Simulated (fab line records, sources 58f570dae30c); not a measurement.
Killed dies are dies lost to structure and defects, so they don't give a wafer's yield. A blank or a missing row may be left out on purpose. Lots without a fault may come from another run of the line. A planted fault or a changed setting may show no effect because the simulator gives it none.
Which tool did it? | flow berkeley_cmos170 | 7 lots, 21 wafers sampled, at 1 step of a route of 331

WHAT THE GAUGES READ, wafer by wafer
UCB170_NWELL_OVL_MEAS_12.
lot  | measured    | on         | NWELL_OVL (nm)
L837 | day 3 21:17 | overlay-02 | -3 2 -3
L840 | day 4 15:45 | overlay-02 | -5 -4 -1
L844 | day 5 08:22 | overlay-01 | -1 8 5
L845 | day 5 18:01 | overlay-01 | -2 -3 4
L847 | day 6 06:01 | overlay-02 | 6 3 -1
L849 | day 6 19:16 | overlay-01 | 4 2 6
L853 | day 7 17:15 | overlay-02 | 1 -6 1

WHICH TOOL RAN EACH LOT (tool, then ch and the chambers of the sampled wafers, then the start)
The record holds no process step before these readings.

THE ANSWER, worked out from the rows above alone
Rule: what is usual is taken from the lots themselves. Put in order of their means at a reading, lots are off if they are a third of the lots or fewer, leave a main group of 4 or more, and stand apart from it by a gap of 3 or more times the standard deviation of the main group's means; of several such gaps the widest counts. A main group whose means are all the same, to the digits that the tables above print for the reading, isn't used. A lot without any number at a reading at which 4 lots or more have one is off too. The other lots that the step has rows for count as sound.
No lot is off at any reading shown: from this, nothing can be told.

WHAT THE SIMULATOR HAD PUT IN
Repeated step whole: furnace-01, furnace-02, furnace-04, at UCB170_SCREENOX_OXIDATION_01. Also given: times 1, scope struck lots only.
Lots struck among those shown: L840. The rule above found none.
